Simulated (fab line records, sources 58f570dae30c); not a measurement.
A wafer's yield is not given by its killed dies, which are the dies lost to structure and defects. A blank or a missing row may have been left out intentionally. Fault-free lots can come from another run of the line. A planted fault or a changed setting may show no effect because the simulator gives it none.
fab line records	flow berkeley_cmos170
[record] lots = 14	wafers = 42	last_day = 13
route steps=331 shown NLDD@168 NSD@196 V2@305 M3@310
lots that met no fault: from a run of the same line without faults
start_h: the number of hours between the record's first day and the start of the first shown wafer of the lot	wait_h: how many hours have passed since the lot's step before this one	" unchanged from the row above	L1.1+2: a row that stands for several wafers	- value missing, or start not given	* or withheld: withheld	< > ~ a bound
route shown NAME@n: NAME is a module with steps in the file, n the number in the route of the first one	usual: mean and standard deviation over wafers with no fault	same: alike in all rows	chamber/n: place in a boat	sites: readings site by site	_std_site: standard deviation across them	_edge_site: the outer-site mean with the inner-site mean subtracted	radius_mm: for every site, how far away it sits from the centre of the wafer	mask NAME#n: copy n	behind: the tool/chamber that last shaped the wafer	hold: the reason the lot was held/the length of the hold in hours/how it ended	device: whichever transistor did not switch (one of n, p or np)	end of line: the route-end tests of the same wafers	a step without rows: its recipe alone	killed: dies that structure and defects cost at the first sort, which is not the same as the wafer's yield	map: the dies of a wafer, with x for killed, . for not killed, _ for no die there
set.NAME: the setting as run; set.NAME@STEP: as run at that earlier step	model.NAME: the simulator's own value behind a step, which no gauge read
one table for each step of the route and one row for each wafer, over a sample of lots
services: when a tool's chamber went out of use (start_h, in hours from the record's first day, below 0 if earlier), for how many hours, and the reason
[[steps]]
[step UCB170_NLDD_STRIP_10]
[recipe] chemistry = O2	power_w = 400	pressure_mtorr = 3500	platen_temp_c = withheld	o2_flow_sccm = 400	overash_fraction = 0.5
[usual] chamber_pressure_mTorr = 3500/3.1	drypump_motor_current_A = 5.30/0.28	oes_product_au = 0.735/0.0052	strip_time_to_endpoint_s = 21.65/0.053
lot.wafer	tool	chamber	start_h	wait_h	chamber_pressure_mTorr	drypump_motor_current_A	oes_product_au	rf_hours_counter_h	strip_time_to_endpoint_s
L921.1	plasma_asher-03	0	160.72	0.1	3505	4.88	0.738	38	21.59
L921.4	"	1	"	"	3498	5.67	0.730	-	21.63
L921.5	"	1	"	"	3501	5.68	0.733	-	21.55
L920.1	plasma_asher-02	1	161.07	0.1	3505	5.06	0.726	44	21.56
L920.5	"	0	"	"	3500	5.21	0.742	-	21.55
L920.6	"	1	"	"	3500	5.04	0.737	-	21.61
L923.1	plasma_asher-04	0	165.82	0.1	3497	5.48	0.734	5	21.65
L923.2	"	1	"	"	3502	5.44	0.734	5	21.66
L923.3	"	1	"	"	3499	5.44	0.730	-	21.69
L922.1	plasma_asher-03	1	165.99	0.1	3498	5.68	0.735	38	21.60
L922.4	"	0	"	"	3496	4.85	0.732	-	21.72
L922.6	"	1	"	"	3503	5.72	0.734	-	21.70
L924.1	plasma_asher-04	0	167.09	0.1	3499	5.44	0.732	5	21.75
L924.4	"	1	"	"	3503	5.43	0.731	-	21.69
L924.6	"	1	"	"	3498	5.44	0.734	-	21.63
L926.2	plasma_asher-02	0	185.21	0.1	3496	5.18	0.738	47	21.63
L926.4	"	0	"	"	3496	5.18	0.736	-	21.68
L926.6	"	1	"	"	3499	5.05	0.737	-	21.65
L927.1	plasma_asher-03	0	185.49	0.1	3502	4.88	0.738	41	21.64
L927.3	"	1	"	"	3500	5.70	0.737	-	21.64
L927.4	"	0	"	"	3499	4.88	0.735	-	21.59
L925.2	plasma_asher-03	0	185.76	0.1	3503	4.87	0.740	41	21.61
L925.3	"	1	"	"	3506	5.69	0.732	-	21.66
L925.5	"	1	"	"	3499	5.71	0.736	-	21.64
L929.2	plasma_asher-04	1	193.75	0.1	3496	5.42	0.735	7	21.61
L929.3	"	0	"	"	3502	5.48	0.728	-	21.58
L929.5	"	0	"	"	3499	5.47	0.731	-	21.58
L935.3	plasma_asher-03	1	227.52	0.1	3501	5.68	0.739	-	21.73
L935.4	"	0	"	"	3504	4.88	0.741	-	21.66
L935.5	"	0	"	"	3501	4.88	0.743	-	21.72
L938.3	plasma_asher-04	1	243.52	0.1	3502	5.44	0.736	-	21.61
L938.4	"	0	"	"	3498	5.45	0.734	-	21.58
L938.6	"	0	"	"	3494	5.45	0.739	-	21.63
L943.1	plasma_asher-02	0	260.27	0.1	3494	5.18	0.730	53	21.69
L943.2	"	1	"	"	3501	5.03	0.739	53	21.71
L943.6	"	1	"	"	3504	5.06	0.735	-	21.70
L941.1	plasma_asher-03	1	262.08	0.1	3500	5.69	0.731	50	21.70
L941.2	"	0	"	"	3504	4.86	0.741	50	21.76
L941.3	"	0	"	"	3501	4.87	0.732	-	21.78
L942.1	plasma_asher-02	0	272.09	0.1	3501	5.18	0.731	54	21.62
L942.4	"	0	"	"	3501	5.17	0.718	-	21.67
L942.5	"	1	"	"	3502	5.07	0.731	-	21.55
[step UCB170_NSD_STRIP_09]
[recipe] chemistry = O2	power_w = 400	pressure_mtorr = 3500	platen_temp_c = withheld	o2_flow_sccm = 400	overash_fraction = 0.5
[usual] chamber_pressure_mTorr = 3500.2/2.7	drypump_motor_current_A = 5.43/0.23	oes_product_au = 0.533/0.005	strip_time_to_endpoint_s = 35.93/0.07
lot.wafer	tool	chamber	start_h	wait_h	chamber_pressure_mTorr	drypump_motor_current_A	oes_product_au	rf_hours_counter_h	strip_time_to_endpoint_s
L920.1	plasma_asher-01	0	168.81	0.1	3497.3	5.40	0.536	44	35.84
L920.5	"	0	"	"	3495.7	5.39	0.529	-	35.85
L920.6	"	1	"	"	3495.9	5.78	0.529	-	35.89
L921.1	plasma_asher-04	1	169.35	0.1	3503.2	5.44	0.530	5	35.95
L921.4	"	0	"	"	3500.1	5.47	0.539	-	35.87
L921.5	"	1	"	"	3499.2	5.41	0.534	-	35.91
L923.1	plasma_asher-02	0	175.57	0.1	3497.3	5.20	0.525	46	36.12
L923.2	"	1	"	"	3500.3	5.04	0.529	46	36.07
L923.3	"	1	"	"	3503.5	5.05	0.538	-	36.06
L924.1	plasma_asher-04	0	175.82	0.1	3502.6	5.47	0.531	6	35.83
L924.4	"	0	"	"	3504.6	5.45	0.537	-	35.88
L924.6	"	0	"	"	3505.5	5.46	0.528	-	35.91
L922.1	plasma_asher-01	1	176.09	0.1	3496.8	5.76	0.526	45	35.88
L922.4	"	0	"	"	3501.3	5.41	0.532	-	35.77
L922.6	"	1	"	"	3498.4	5.75	0.520	-	35.84
L926.2	plasma_asher-01	0	195.75	0.1	3500.2	5.39	0.524	47	35.83
L926.4	"	0	"	"	3501.5	5.35	0.524	-	35.96
L926.6	"	0	"	"	3496.8	5.38	0.532	-	35.89
L925.2	plasma_asher-02	0	196.07	0.1	3500.8	5.19	0.531	48	36.03
L925.3	"	1	"	"	3497.4	5.05	0.537	-	36.04
L925.5	"	0	"	"	3495.7	5.19	0.534	-	36.04
L927.1	plasma_asher-01	0	196.42	0.1	3498.4	5.39	0.530	47	35.98
L927.3	"	1	"	"	3502.6	5.76	0.535	-	36.03
L927.4	"	0	"	"	3503.4	5.39	0.534	-	35.98
L929.2	plasma_asher-04	0	205.79	0.1	3500.5	5.47	0.531	9	35.97
L929.3	"	0	"	"	3499.5	5.45	0.530	-	35.90
L929.5	"	1	"	"	3498.2	5.45	0.536	-	35.93
L935.3	plasma_asher-01	1	240.77	0.1	3505.1	5.75	0.530	-	35.90
L935.4	"	0	"	"	3500.0	5.39	0.537	-	35.91
L935.5	"	1	"	"	3506.5	5.74	0.537	-	35.85
L938.3	plasma_asher-01	0	253.56	0.1	3502.0	5.40	0.538	-	35.85
L938.4	"	1	"	"	3501.1	5.77	0.532	-	35.81
L938.6	"	1	"	"	3500.7	5.78	0.533	-	35.80
L943.1	plasma_asher-02	1	270.46	0.1	3495.9	5.05	0.536	54	35.97
L943.2	"	0	"	"	3498.0	5.18	0.535	54	35.99
L943.6	"	1	"	"	3498.6	5.06	0.532	-	36.04
L941.1	plasma_asher-04	0	270.70	0.1	3500.2	5.49	0.541	16	35.92
L941.2	"	1	"	"	3505.7	5.46	0.535	16	35.88
L941.3	"	0	"	"	3503.1	5.48	0.533	-	35.89
L942.1	plasma_asher-02	0	285.09	0.1	3495.5	5.18	0.531	55	35.90
L942.4	"	0	"	"	3497.7	5.18	0.531	-	35.99
L942.5	"	0	"	"	3502.4	5.19	0.525	-	35.92
[step UCB170_V2_OVL_MEAS_13]
[usual] V2_OVL = 2/5.6
lot.wafer	tool	chamber	start_h	wait_h	V2_OVL[nm]
L920.1	overlay-01	-	187.81	0.1	-6
L920.5	"	-	"	"	-2
L920.6	"	-	"	"	-4
L921.1	overlay-01	-	188.89	0.1	-3
L921.4	"	-	"	"	3
L921.5	"	-	"	"	-6
L923.1	overlay-01	-	194.86	0.1	-5
L923.2	"	-	"	"	8
L923.3	"	-	"	"	3
L924.1	overlay-01	-	195.58	0.1	2
L924.4	"	-	"	"	-3
L924.6	"	-	"	"	1
L922.1	overlay-02	-	196.47	0.1	11
L922.4	"	-	"	"	4
L922.6	"	-	"	"	1
L926.2	overlay-02	-	214.13	0.1	6
L926.4	"	-	"	"	7
L926.6	"	-	"	"	5
L925.2	overlay-02	-	215.54	0.1	2
L925.3	"	-	"	"	-2
L925.5	"	-	"	"	0
L927.1	overlay-02	-	216.08	0.1	4
L927.3	"	-	"	"	7
L927.4	"	-	"	"	-3
L929.2	overlay-01	-	228.16	0.1	1
L929.3	"	-	"	"	10
L929.5	"	-	"	"	-2
L935.3	overlay-02	-	258.98	0.1	3
L935.4	"	-	"	"	5
L935.5	"	-	"	"	13
L938.3	overlay-02	-	275.50	0.1	0
L938.4	"	-	"	"	5
L938.6	"	-	"	"	5
L943.1	overlay-01	-	289.15	0.1	3
L943.2	"	-	"	"	3
L943.6	"	-	"	"	1
L941.1	overlay-01	-	290.09	0.1	-1
L941.2	"	-	"	"	-4
L941.3	"	-	"	"	-6
L942.1	overlay-02	-	305.66	0.1	8
L942.4	"	-	"	"	2
L942.5	"	-	"	"	4
[step UCB170_M3_SPUTTER_01]
[recipe] material = Al	target_thk_nm = 900	time_s = 120	power_w = 6000	chamber_pressure_pa = 0.5
[usual] chamber_pressure_pa = 0.5000/0.00098	throttle_valve_pct = 30.3/1
lot.wafer	tool	chamber	start_h	wait_h	chamber_pressure_pa	throttle_valve_pct
L920.1	pvd_sputter-04	-	188.31	0.0	0.5005	31.8
L920.5	"	-	"	"	0.5002	31.5
L920.6	"	-	"	"	0.4994	30.7
L921.1	pvd_sputter-03	-	189.46	0.0	0.4994	29.9
L921.4	"	-	"	"	0.4993	28.7
L921.5	"	-	"	"	0.4994	31.1
L923.1	pvd_sputter-02	-	195.37	0.0	0.4995	29.6
L923.2	"	-	"	"	0.5002	28.9
L923.3	"	-	"	"	0.5016	29.2
L924.1	pvd_sputter-03	-	196.08	0.0	0.4998	30.8
L924.4	"	-	"	"	0.5004	31.5
L924.6	"	-	"	"	0.5020	31.4
L922.1	pvd_sputter-02	-	196.97	0.0	0.5003	29.4
L922.4	"	-	"	"	0.5004	29.3
L922.6	"	-	"	"	0.4987	29.4
L926.2	pvd_sputter-03	-	214.63	0.0	0.5005	31.4
L926.4	"	-	"	"	0.5003	28.6
L926.6	"	-	"	"	0.4984	30.0
L925.2	pvd_sputter-02	-	216.03	0.0	0.4986	31.1
L925.3	"	-	"	"	0.5003	29.2
L925.5	"	-	"	"	0.4976	31.0
L927.1	pvd_sputter-03	-	216.58	0.0	0.5006	31.2
L927.3	"	-	"	"	0.4999	31.0
L927.4	"	-	"	"	0.4994	29.8
L929.2	pvd_sputter-02	-	228.65	0.0	0.4461	33.0
L929.3	"	-	"	"	0.4472	31.2
L929.5	"	-	"	"	0.4475	31.1
L935.3	pvd_sputter-02	-	259.46	0.0	0.4445	33.2
L935.4	"	-	"	"	0.4458	30.9
L935.5	"	-	"	"	0.4442	30.8
L938.3	pvd_sputter-04	-	275.99	0.0	0.5002	30.7
L938.4	"	-	"	"	0.5000	30.7
L938.6	"	-	"	"	0.5011	31.9
L943.1	pvd_sputter-03	-	289.66	0.0	0.4997	29.9
L943.2	"	-	"	"	0.4980	31.3
L943.6	"	-	"	"	0.4979	30.9
L941.1	pvd_sputter-04	-	290.59	0.0	0.5007	31.7
L941.2	"	-	"	"	0.4985	31.6
L941.3	"	-	"	"	0.5003	30.5
L942.1	pvd_sputter-04	-	306.16	0.0	0.4998	31.4
L942.4	"	-	"	"	0.5017	30.8
L942.5	"	-	"	"	0.5005	30.7
[step UCB170_M3_RS_MEAS_02]
[recipe] thk_meas_gauge = four-point-probe	reads = Al_of_M3_SPUTTER_01
[usual] M3_AL_RS = 0.0321/0.00038
lot.wafer	tool	chamber	start_h	wait_h	M3_AL_RS[ohm/sq]
L920.1	film_metro-03	-	188.39	0.0	0.0319
L920.5	"	-	"	"	0.0319
L920.6	"	-	"	"	0.0317
L921.1	film_metro-03	-	189.54	0.0	0.0322
L921.4	"	-	"	"	0.0321
L921.5	"	-	"	"	0.0319
L923.1	film_metro-03	-	195.45	0.0	0.0321
L923.2	"	-	"	"	0.0324
L923.3	"	-	"	"	0.0315
L924.1	film_metro-02	-	196.17	0.0	0.0319
L924.4	"	-	"	"	0.0324
L924.6	"	-	"	"	0.0324
L922.1	film_metro-02	-	197.05	0.0	0.0320
L922.4	"	-	"	"	0.0313
L922.6	"	-	"	"	0.0320
L926.2	film_metro-01	-	214.73	0.1	0.0325
L926.4	"	-	"	"	0.0323
L926.6	"	-	"	"	0.0324
L925.2	film_metro-03	-	216.14	0.1	0.0319
L925.3	"	-	"	"	0.0323
L925.5	"	-	"	"	0.0321
L927.1	film_metro-01	-	216.67	0.0	0.0319
L927.3	"	-	"	"	0.0319
L927.4	"	-	"	"	0.0321
L929.2	film_metro-03	-	228.76	0.1	0.0308
L929.3	"	-	"	"	0.0311
L929.5	"	-	"	"	0.0312
L935.3	film_metro-03	-	259.59	0.1	0.0310
L935.4	"	-	"	"	0.0309
L935.5	"	-	"	"	0.0308
L938.3	film_metro-01	-	276.12	0.1	0.0329
L938.4	"	-	"	"	0.0328
L938.6	"	-	"	"	0.0326
L943.1	film_metro-01	-	289.74	0.0	0.0317
L943.2	"	-	"	"	0.0316
L943.6	"	-	"	"	0.0319
L941.1	film_metro-03	-	290.68	0.0	0.0326
L941.2	"	-	"	"	0.0326
L941.3	"	-	"	"	0.0327
L942.1	film_metro-01	-	306.24	0.0	0.0323
L942.4	"	-	"	"	0.0322
L942.5	"	-	"	"	0.0322
[[services]]
tool	chamber	start_h	hours	kind
plasma_asher-04	-	183.36	3.0	repair
plasma_asher-04	-	185.76	2.0	repair
pvd_sputter-04	-	194.01	31.4	repair
pvd_sputter-02	-	201.65	2.5	repair
pvd_sputter-03	-	220.61	0.5	repair
plasma_asher-02	-	221.27	4.3	pm
plasma_asher-02	-	239.97	14.6	pm
pvd_sputter-02	-	253.95	2.4	repair
pvd_sputter-03	-	257.14	2.4	repair
pvd_sputter-02	-	281.58	3.1	repair
plasma_asher-02	-	282.08	2.8	pm
[[key]]
[first_sign] step = UCB170_M3_SPUTTER_01	reading = chamber_pressure_pa	direction = down	sigmas = 55	usual = 0.5000	struck = 0.4459
[effect] step = UCB170_M3_RS_MEAS_02	reading = M3_AL_RS	direction = down	sigmas = 3	usual = 0.0321	struck = 0.0309
met_at UCB170_M3_SPUTTER_01
struck_lots L929,L935
not_acting_at UCB170_NLDD_STRIP_10,UCB170_NSD_STRIP_09,UCB170_V2_OVL_MEAS_13
onset_between 216.03 228.65
[fault] kind = process_parameter_drift	tool = pvd_sputter-02	chamber = -	onset_h = 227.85	steps = UCB170_M3_SPUTTER_01	channel = chamber_pressure_pa	offset = -0.054279	shape = step	end_h = 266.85	acts_in = these_recipes_only	stated = 0.5
